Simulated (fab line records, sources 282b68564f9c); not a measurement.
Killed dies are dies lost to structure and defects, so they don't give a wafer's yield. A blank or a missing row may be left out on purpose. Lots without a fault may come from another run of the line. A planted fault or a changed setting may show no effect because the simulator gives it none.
One fault seen from 2 desks | flow rit_cmos | each desk has only its own numbers; what lay behind them comes last

THE METROLOGY DESK
What the gauges read, lot by lot, whatever tool the lot ran on: means of the sampled wafers that have a number. A lot is out of limits, marked OUT, if its mean lies more than 4 standard deviations from the usual mean; the brackets give that distance.
Columns: A = GATE_OXIDE_THK at RIT_GATE_THK_MEAS_07, usual 3.03 nm; B = GATE_POLY_THK at RIT_GATE_THK_MEAS_09, usual 240.5 nm; C = cd_nm at RIT_GATE_CD_MEAS_16, usual 149.2 nm; D = GATE_OVL at RIT_GATE_OVL_MEAS_17, usual 0.6 nm
lot  | first seen here | A    | B     | C     | D
L732 | day 3 05:16     | 2.99 | 242.1 | 147.3 | -0.3
L740 | day 4 21:08     | 3.09 | 243.8 | 148.6 | -1.0
L743 | day 5 12:30     | 3.03 | 238.3 | 153.4 | -0.9
L750 | day 7 00:19     | 3.00 | 239.3 | 149.2 | -0.6
L751 | day 7 09:31     | 3.08 | 244.3 | 148.0 | 0.5
This desk's finding: nothing out of limits on any of the 5 lots.

THE TOOL OWNER'S DESK: rie_si-02
The tool's own readings at RIT_GATE_ETCH_19 (etches poly-Si in SF6/CHF3/O2, stops on SiO2, time 165 s, target depth 312.5 nm): means of the sampled wafers that have a number, for each lot that ran on this tool. A lot is out of limits, marked OUT, if its mean lies more than 4 standard deviations from the usual mean; the brackets give that distance.
Columns: A = SF6_flow_sccm at RIT_GATE_ETCH_19, usual 30.00 sccm; B = chamber_pressure_mTorr at RIT_GATE_ETCH_19, usual 40.00 mTorr; C = drypump_motor_current_A at RIT_GATE_ETCH_19, usual 5.6 A; D = oes_product_au at RIT_GATE_ETCH_19, usual 0.818 a.u.; E = run_length_s at RIT_GATE_ETCH_19, usual 193.3 s; F = throttle_valve_pct at RIT_GATE_ETCH_19, usual 10.20 %
lot  | first seen here | A     | B     | C   | D     | E               | F
L732 | day 3 08:17     | 30.06 | 40.02 | 5.8 | 0.830 | 193.7           | 10.30
L740 | day 5 00:01     | 29.97 | 40.02 | 5.8 | 0.830 | 193.6           | 10.29
L750 | day 7 03:11     | 30.05 | 39.97 | 6.0 | 0.782 | 206.9 (+36) OUT | 10.28
This desk's finding: out of limits on L750; first on L750, day 7 03:11 (run_length_s at RIT_GATE_ETCH_19). In limits: L732, L740.

PUT TOGETHER
The tool owner's desk could have raised an alarm at day 7 03:11, on L750.
The metrology desk saw nothing out of limits.
The metrology desk has L750 on record, within its limits.
Of the lots named, all ran RIT_GATE_ETCH_19 on rie_si-02.

WHAT THE SIMULATOR HAD PUT IN
Process parameter drift: rie_si-02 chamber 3, from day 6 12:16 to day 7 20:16, at RIT_GATE_ETCH_19. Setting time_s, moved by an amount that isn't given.
Lots struck among those shown: L750.
Hours from the fault's start to each desk's first reading out of limits: the tool owner's desk, 15.
